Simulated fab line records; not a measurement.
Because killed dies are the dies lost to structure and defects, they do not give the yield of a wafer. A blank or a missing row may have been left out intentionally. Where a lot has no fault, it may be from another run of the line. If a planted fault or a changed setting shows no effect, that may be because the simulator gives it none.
What tool caused it? ; flow ritCmos ; 6 lots with 18 wafers sampled at 2 steps, on a route of 202 steps

## WHAT THE GAUGES SHOWED, per wafer
RIT_CONTACT_CD_MEAS_08: the cd target is 1000 nm.
lot;measured;on;cdNm (nm)
L416;day 3 19:56;cdSem-01;1001.2 1002.0 1002.0
L419;day 4 08:52;cdSem-02;999.2 999.6 996.1
L428;day 6 07:48;cdSem-01;1000.4 1002.7 1001.3
L430;day 6 19:16;cdSem-01;1000.1 999.2 1000.1
L434;day 7 12:14;cdSem-02;999.2 999.0 1001.4
L436;day 7 20:04;cdSem-02;997.5 998.7 996.2

## WHAT TOOL EACH LOT RAN ON (gives the tool, then ch and the chambers of the sampled wafers, and finally the start)
lot;RIT_CONTACT_EXPOSE_05
L416;ilineStepper-02 ch 0, day 3 19:25
L419;ilineStepper-01 ch 0, day 4 08:21
L428;ilineStepper-02 ch 0, day 6 07:17
L430;ilineStepper-01 ch 0, day 6 18:46
L434;ilineStepper-01 ch 0, day 7 11:43
L436;ilineStepper-02 ch 0, day 7 19:33
- RIT_CONTACT_EXPOSE_05: exposes mask M11, target cd 1000 nm.

## THE ANSWER, worked out from the rows above alone
Rule: usual is defined by the lots themselves. Put in order of their means at a reading, lots are off if they are a third of the lots or fewer, leave a main group of 4 or more, and stand apart from it by a gap of 3 or more times the standard deviation of the main group's means; of several such gaps the widest counts. If all means in a main group match to the digits the tables above print for the reading, that group is not used. Also off: a lot with no number at a reading for which 4 or more lots have one. All remaining lots with rows at the step are treated as sound.
Nothing can be told from this: no lot is off at any reading shown.

## WHAT THE SIMULATOR HAD PUT IN
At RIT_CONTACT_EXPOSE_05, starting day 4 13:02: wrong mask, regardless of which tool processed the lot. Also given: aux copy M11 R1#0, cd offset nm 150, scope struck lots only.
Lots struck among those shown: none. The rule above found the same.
